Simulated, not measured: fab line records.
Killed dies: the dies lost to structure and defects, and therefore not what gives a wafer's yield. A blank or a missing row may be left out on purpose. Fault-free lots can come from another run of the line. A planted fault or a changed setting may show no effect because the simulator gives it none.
Which tool is to blame? ; flow berkeley cmos170 ; 14 lots, 42 wafers sampled, at 4 steps of a route of 331

WHAT EACH GAUGE READ, for each wafer
UCB170_ACTIVE_THK_MEAS_03.
lot;measured;on;ACTIVE_OXIDE_THK (nm)
L142;day 4 15:34;film metro-02;25.6 26.4 26.3
L143;day 5 04:17;film metro-01;26.1 27.0 26.8
L144;day 5 04:17;film metro-03;26.3 26.8 26.6
L145;day 5 20:39;film metro-02;27.1 26.8 26.6
L146;day 5 20:40;film metro-03;27.2 26.9 27.5
L149;day 6 06:43;film metro-03;25.6 25.6 25.5
L151;day 6 15:18;film metro-02;26.1 26.1 26.2
L148;day 6 15:19;film metro-01;26.4 26.0 26.4
L153;day 6 15:22;film metro-03;26.6 26.7 26.5
L155;day 7 04:16;film metro-03;27.6 26.9 26.8
L154;day 7 04:17;film metro-02;27.1 26.6 27.1
L161;day 8 02:26;film metro-01;27.6 27.7 27.5
L163;day 8 19:02;film metro-02;26.3 26.5 26.2
L165;day 9 08:45;film metro-03;25.7 26.1 26.0

UCB170_PVT_OVL_MEAS_06.
lot;measured;on;PVT_OVL (nm)
L142;day 6 23:40;overlay-01;-6 -4 1
L143;day 7 08:34;overlay-02;1 -2 11
L144;day 7 08:41;overlay-02;0 -9 -2
L145;day 7 17:58;overlay-02;0 -3 8
L146;day 7 17:54;overlay-02;-6 0 -8
L149;day 8 09:35;overlay-01;-8 -5 -15
L151;day 8 15:32;overlay-02;-3 -6 5
L148;day 8 15:00;overlay-01;2 -2 2
L153;day 8 14:13;overlay-01;-2 3 -8
L155;day 9 12:44;overlay-02;4 8 1
L154;day 9 12:28;overlay-02;-3 5 -5
L161;day 10 10:31;overlay-01;-8 5 -1
L163;day 11 04:13;overlay-01;4 -1 1
L165;day 11 12:09;overlay-01;-3 -4 -2

UCB170_CONTACT_CD_MEAS_90 targets a cd of 700 nm.
lot;measured;on;cd nm (nm)
L142;day 8 18:58;cd sem-01;697.2 700.0 698.8
L143;day 8 22:34;cd sem-01;703.2 702.6 702.1
L144;day 8 22:01;cd sem-01;703.5 702.6 702.4
L145;day 9 13:04;cd sem-02;701.1 703.3 702.2
L146;day 9 12:52;cd sem-02;702.3 701.3 701.5
L149;day 10 09:50;cd sem-02;699.3 700.2 698.9
L151;day 10 06:38;cd sem-01;700.8 701.4 699.1
L148;day 10 10:08;cd sem-02;697.7 699.3 698.4
L153;day 10 09:41;cd sem-01;700.9 700.7 701.8
L155;day 11 02:16;cd sem-02;- - -
L154;day 11 01:29;cd sem-02;- - -
L161;day 12 04:01;cd sem-02;697.8 697.5 698.4
L163;day 12 15:22;cd sem-02;701.5 702.3 699.4
L165;day 13 02:09;cd sem-01;701.0 698.7 698.2

WHICH TOOL RAN EACH LOT (tool, then ch and the chambers of the sampled wafers, then the start)
lot;UCB170_CONTACT_ETCH_18
L142;rie diel-04 ch 1,3, day 8 18:00
L143;rie diel-01 ch 0,1, day 8 22:00
L144;rie diel-04 ch 1,2, day 8 21:00
L145;rie diel-04 ch 0,1,3, day 9 12:00
L146;rie diel-03 ch 0,1,2, day 9 12:00
L149;rie diel-01 ch 0,1, day 10 09:00
L151;rie diel-04 ch 1,2,3, day 10 06:00
L148;rie diel-01 ch 0,1,2, day 10 09:00
L153;rie diel-04 ch 0,1,2, day 10 09:00
L155;rie diel-04 ch 1,2,3, day 11 02:00
L154;rie diel-01 ch 0,2, day 11 01:00
L161;rie diel-01 ch 0,3, day 12 03:00
L163;rie diel-04 ch 2,3, day 12 15:00
L165;rie diel-04 ch 0,1,3, day 13 01:00
- UCB170_CONTACT_ETCH_18: etches PSG in CHF3/CF4/Ar, stops on TiSi2, target depth 840 nm, time 195 s.

WHAT THE TOOLS THEMSELVES READ (means of the sampled wafers that have a number; where no wafer has one, the mark that the record gives instead)
UCB170_CONTACT_ETCH_18.
lot;tool;CHF3_flow_sccm (sccm);cf4 flow sccm (sccm);chamber pressure mTorr (mTorr);drypump motor current A (A);oes product au (a.u.);throttle valve pct (%)
L142;rie diel-04;45.11;14.99;199.97;5.3;0.874;6.99
L143;rie diel-01;44.95;14.98;200.07;5.9;0.906;6.77
L144;rie diel-04;45.06;15.05;199.91;5.2;0.873;6.92
L145;rie diel-04;45.01;14.97;200.00;5.2;0.878;6.96
L146;rie diel-03;44.98;14.94;200.01;6.1;0.915;6.87
L149;rie diel-01;44.94;14.99;200.07;5.9;0.894;6.77
L151;rie diel-04;45.01;15.05;200.10;5.2;0.857;6.94
L148;rie diel-01;44.84;15.02;199.99;5.7;0.896;6.87
L153;rie diel-04;45.09;14.99;200.19;5.1;0.873;6.92
L155;rie diel-04;-;-;-;-;-;-
L154;rie diel-01;-;-;-;-;-;-
L161;rie diel-01;45.01;15.05;199.97;5.5;0.895;7.01
L163;rie diel-04;45.14;14.99;200.13;5.2;0.869;6.98
L165;rie diel-04;44.96;15.04;199.90;5.2;0.861;6.96

THE ANSWER, worked out from the rows above alone
Rule: the usual values come from the lots themselves. The widest of any qualifying gaps counts: lots, ordered by their means at a reading, are off when they make up no more than a third of the lots, leave a main group of 4 or more, and stand apart from it by 3 or more times the standard deviation of that group's means. A main group whose means are all the same, to the digits that the tables above print for the reading, isn't used. Also off: a lot with no number at a reading for which 4 or more lots have one. Any other lot the step has rows for is counted as sound. Order of review: gauges by route order, followed by the tools' own readings, for which a lot's mean as printed above is used. At the first step where some lot is off, the reading lying furthest off is the one used; lots without a number count as furthest.
Off: L155, L154 (UCB170_CONTACT_CD_MEAS_90, cd nm). Without a number there: L155, L154. For the main group the mean is 700.5 nm and the standard deviation 1.6.
A tool fits if, at a process step before that reading, it ran every lot that is off, and no sound lot after the first of them. The gauges at UCB170_CONTACT_CD_MEAS_90 aren't tried: what is off there is off at UCB170_CONTACT_ETCH_18 too, on other tools, and a gauge's error can't cause that. None of those tried fits.

WHAT THE SIMULATOR HAD INSERTED
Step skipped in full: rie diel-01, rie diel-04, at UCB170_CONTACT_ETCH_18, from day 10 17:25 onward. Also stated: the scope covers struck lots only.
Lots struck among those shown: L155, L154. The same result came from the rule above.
